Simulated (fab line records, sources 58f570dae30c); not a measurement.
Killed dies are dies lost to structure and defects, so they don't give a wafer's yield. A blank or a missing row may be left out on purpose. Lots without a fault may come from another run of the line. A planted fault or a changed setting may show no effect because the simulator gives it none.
Which tool did it? | flow berkeley_cmos170 | 14 lots, 42 wafers sampled, at 5 steps of a route of 331

WHAT THE GAUGES READ, wafer by wafer
UCB170_PFIELD_OVL_MEAS_06.
lot  | measured    | on         | PFIELD_OVL (nm)
L182 | day 4 23:44 | overlay-02 | -5 -5 -6
L183 | day 4 23:59 | overlay-01 | 3 -6 -5
L184 | day 5 11:11 | overlay-01 | -1 -1 0
L185 | day 5 11:37 | overlay-02 | 1 -1 2
L188 | day 5 16:35 | overlay-02 | 6 0 0
L187 | day 5 17:25 | overlay-01 | -2 -4 3
L191 | day 6 12:30 | overlay-02 | -3 1 0
L190 | day 6 13:10 | overlay-01 | -2 -10 -6
L193 | day 6 13:55 | overlay-01 | 0 6 2
L192 | day 6 15:29 | overlay-01 | 6 -5 4
L195 | day 7 07:36 | overlay-01 | 3 -8 2
L196 | day 7 07:49 | overlay-01 | 4 2 7
L198 | day 7 18:54 | overlay-01 | 2 0 1
L204 | day 9 02:04 | overlay-01 | 2 5 0

UCB170_SCREENOX_THK_MEAS_02.
lot  | measured    | on            | SCREENOX_OXIDE_THK (nm)
L182 | day 5 22:08 | film_metro-03 | 14.69 14.21 14.35
L183 | day 5 22:04 | film_metro-03 | 14.72 14.51 14.89
L184 | day 6 09:04 | film_metro-01 | 14.41 14.54 14.50
L185 | day 6 09:04 | film_metro-04 | 14.60 14.40 14.58
L188 | day 6 12:08 | film_metro-01 | 14.30 14.20 14.13
L187 | day 6 12:08 | film_metro-03 | 14.53 14.42 14.74
L191 | day 7 15:29 | film_metro-03 | 14.23 13.87 14.15
L190 | day 7 15:32 | film_metro-04 | 14.69 14.45 14.46
L193 | day 7 15:28 | film_metro-04 | 14.60 14.69 14.50
L192 | day 7 15:28 | film_metro-01 | 14.78 14.87 14.81
L195 | day 8 06:08 | film_metro-01 | 10.29 10.42 10.43
L196 | day 8 06:08 | film_metro-04 | 10.24 9.98 10.43
L198 | day 8 15:34 | film_metro-01 | 14.51 14.89 14.72
L204 | day 9 22:51 | film_metro-04 | 14.56 14.62 14.64

UCB170_GATE_THK_MEAS_05.
lot  | measured     | on            | GATE_POLY_THK (nm)
L182 | day 6 14:33  | film_metro-01 | 218.2 215.9 215.9
L183 | day 6 14:33  | film_metro-02 | 217.7 218.3 219.0
L184 | day 7 04:08  | film_metro-03 | 213.4 212.9 212.0
L185 | day 7 04:08  | film_metro-01 | 209.0 207.9 211.0
L188 | day 7 06:22  | film_metro-03 | 213.2 212.2 214.5
L187 | day 7 06:22  | film_metro-02 | 212.9 212.3 212.1
L191 | day 8 09:24  | film_metro-01 | 217.4 217.1 217.1
L190 | day 8 09:26  | film_metro-02 | 208.7 209.9 209.8
L193 | day 8 09:23  | film_metro-03 | 216.4 216.1 215.8
L192 | day 8 09:23  | film_metro-02 | 211.6 212.2 213.5
L195 | day 9 00:20  | film_metro-03 | 212.1 212.3 211.5
L196 | day 9 00:20  | film_metro-01 | 215.0 214.4 213.8
L198 | day 9 12:44  | film_metro-02 | 212.0 209.4 210.1
L204 | day 10 21:42 | film_metro-03 | 211.8 212.8 213.5

WHICH TOOL RAN EACH LOT (tool, then ch and the chambers of the sampled wafers, then the start)
lot  | UCB170_SCREENOX_OXIDATION_01 | UCB170_NVT_STRIP_08
L182 | furnace-04 ch 0, day 5 20:24 | plasma_asher-02 ch 0,1, day 6 03:38
L183 | furnace-04 ch 0, day 5 20:24 | plasma_asher-01 ch 0,1, day 6 03:55
L184 | furnace-02 ch 0, day 6 07:23 | plasma_asher-01 ch 0,1, day 6 13:28
L185 | furnace-02 ch 0, day 6 07:23 | plasma_asher-04 ch 0,1, day 6 13:45
L188 | furnace-02 ch 0, day 6 10:25 | plasma_asher-04 ch 0,1, day 6 17:52
L187 | furnace-02 ch 0, day 6 10:25 | plasma_asher-04 ch 0,1, day 6 18:52
L191 | furnace-04 ch 0, day 7 13:48 | plasma_asher-02 ch 0,1, day 7 21:41
L190 | furnace-04 ch 0, day 7 13:48 | plasma_asher-01 ch 0,1, day 7 22:17
L193 | furnace-04 ch 0, day 7 13:48 | plasma_asher-01 ch 0,1, day 7 21:34
L192 | furnace-04 ch 0, day 7 13:48 | plasma_asher-02 ch 0,1, day 7 20:50
L195 | furnace-04 ch 0, day 8 04:29 | plasma_asher-01 ch 0,1, day 8 11:31
L196 | furnace-04 ch 0, day 8 04:29 | plasma_asher-04 ch 0,1, day 8 10:58
L198 | furnace-02 ch 0, day 8 13:53 | plasma_asher-04 ch 0,1, day 8 22:08
L204 | furnace-02 ch 0, day 9 21:11 | plasma_asher-01 ch 0,1, day 10 03:16
- UCB170_SCREENOX_OXIDATION_01: target thk 14.4 nm, ox time 2400 s.
- UCB170_NVT_STRIP_08: strips in O2.

WHAT THE TOOLS THEMSELVES READ (means of the sampled wafers that have a number; where no wafer has one, the mark that the record gives instead)
UCB170_SCREENOX_OXIDATION_01.
lot  | tool       | spike_tc_centre_C (C) | spike_tc_load_C (C) | spike_tc_source_C (C) | tube_center_temp_C (C) | tube_center_temp_C_max
L182 | furnace-04 | 902.0                 | 924.1               | 925.2                 | 900.12                 | 902.5
L183 | furnace-04 | 901.8                 | 925.1               | 924.8                 | 900.03                 | 902.4
L184 | furnace-02 | 901.2                 | 926.0               | 924.0                 | 900.02                 | 902.2
L185 | furnace-02 | 900.6                 | 927.5               | 925.2                 | 899.99                 | 902.4
L188 | furnace-02 | 901.3                 | 928.2               | 925.2                 | 900.02                 | 902.2
L187 | furnace-02 | 900.3                 | 927.3               | 924.1                 | 899.98                 | 902.3
L191 | furnace-04 | 902.2                 | 925.3               | 924.9                 | 899.95                 | 902.3
L190 | furnace-04 | 902.5                 | 925.6               | 924.7                 | 899.98                 | 902.5
L193 | furnace-04 | 901.5                 | 925.5               | 924.8                 | 900.02                 | 902.4
L192 | furnace-04 | 902.3                 | 924.8               | 923.6                 | 899.95                 | 902.2
L195 | furnace-04 | 869.7                 | 894.2               | 891.5                 | 868.01                 | 870.6
L196 | furnace-04 | 870.1                 | 893.2               | 892.2                 | 867.97                 | 870.5
L198 | furnace-02 | 899.9                 | 927.6               | 924.5                 | 900.00                 | 902.9
L204 | furnace-02 | 900.7                 | 927.6               | 924.9                 | 899.96                 | 902.4

UCB170_NVT_STRIP_08.
lot  | tool            | drypump_motor_current_A (A) | oes_product_au (a.u.) | strip_time_to_endpoint_s (s)
L182 | plasma_asher-02 | 5.8                         | 0.735                 | 21.64
L183 | plasma_asher-01 | 4.9                         | 0.734                 | 21.58
L184 | plasma_asher-01 | 4.9                         | 0.739                 | 21.52
L185 | plasma_asher-04 | 6.0                         | 0.733                 | 21.67
L188 | plasma_asher-04 | 6.3                         | 0.733                 | 21.53
L187 | plasma_asher-04 | 6.0                         | 0.738                 | 21.50
L191 | plasma_asher-02 | 6.2                         | 0.734                 | 21.60
L190 | plasma_asher-01 | 4.9                         | 0.732                 | 21.45
L193 | plasma_asher-01 | 4.9                         | 0.737                 | 21.58
L192 | plasma_asher-02 | 5.8                         | 0.735                 | 21.72
L195 | plasma_asher-01 | 4.9                         | 0.738                 | 21.57
L196 | plasma_asher-04 | 6.0                         | 0.731                 | 21.62
L198 | plasma_asher-04 | 6.0                         | 0.736                 | 21.73
L204 | plasma_asher-01 | 4.9                         | 0.734                 | 21.61

THE ANSWER, worked out from the rows above alone
Rule: what is usual is taken from the lots themselves. Put in order of their means at a reading, lots are off if they are a third of the lots or fewer, leave a main group of 4 or more, and stand apart from it by a gap of 3 or more times the standard deviation of the main group's means; of several such gaps the widest counts. A main group whose means are all the same, to the digits that the tables above print for the reading, isn't used. A lot without any number at a reading at which 4 lots or more have one is off too. The other lots that the step has rows for count as sound. The gauges are gone through in route order, then the tools' own readings, and for those a lot's mean is taken as printed above. The first step at which some lot is off is used, and at that step the reading that is off furthest; a lot without a number counts as furthest.
Off: L195, L196, at UCB170_SCREENOX_THK_MEAS_02 (SCREENOX_OXIDE_THK). The main group: mean 14.52 nm, standard deviation 0.2.
A tool fits if, at a process step before that reading, it ran every lot that is off, and no sound lot after the first of them. The gauges at UCB170_SCREENOX_THK_MEAS_02 aren't tried: what is off there is off at UCB170_SCREENOX_OXIDATION_01 too, on other tools, and a gauge's error can't cause that. One fits: furnace-04 at UCB170_SCREENOX_OXIDATION_01. Its last sound lot is L190 (day 7 13:48), its first lot that is off L195 (day 8 04:29): a fault that began between those two fits.
The tool's own readings at UCB170_SCREENOX_OXIDATION_01 bear it out: on the lots that are off they differ by more than 5 times the standard deviation of the sound lots' means. spike_tc_centre_C reads 869.9 C there against 901.4 C on the sound lots; spike_tc_load_C reads 893.7 C there against 926.2 C on the sound lots; spike_tc_source_C reads 891.9 C there against 924.7 C on the sound lots; tube_center_temp_C reads 867.99 C there against 900.00 C on the sound lots; tube_center_temp_C_max reads 870.5 there against 902.4 on the sound lots.

WHAT THE SIMULATOR HAD PUT IN
Process parameter drift: furnace-04, from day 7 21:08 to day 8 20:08, at UCB170_SCREENOX_OXIDATION_01. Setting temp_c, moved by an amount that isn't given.
Lots struck among those shown: L195, L196. The rule above found the same.
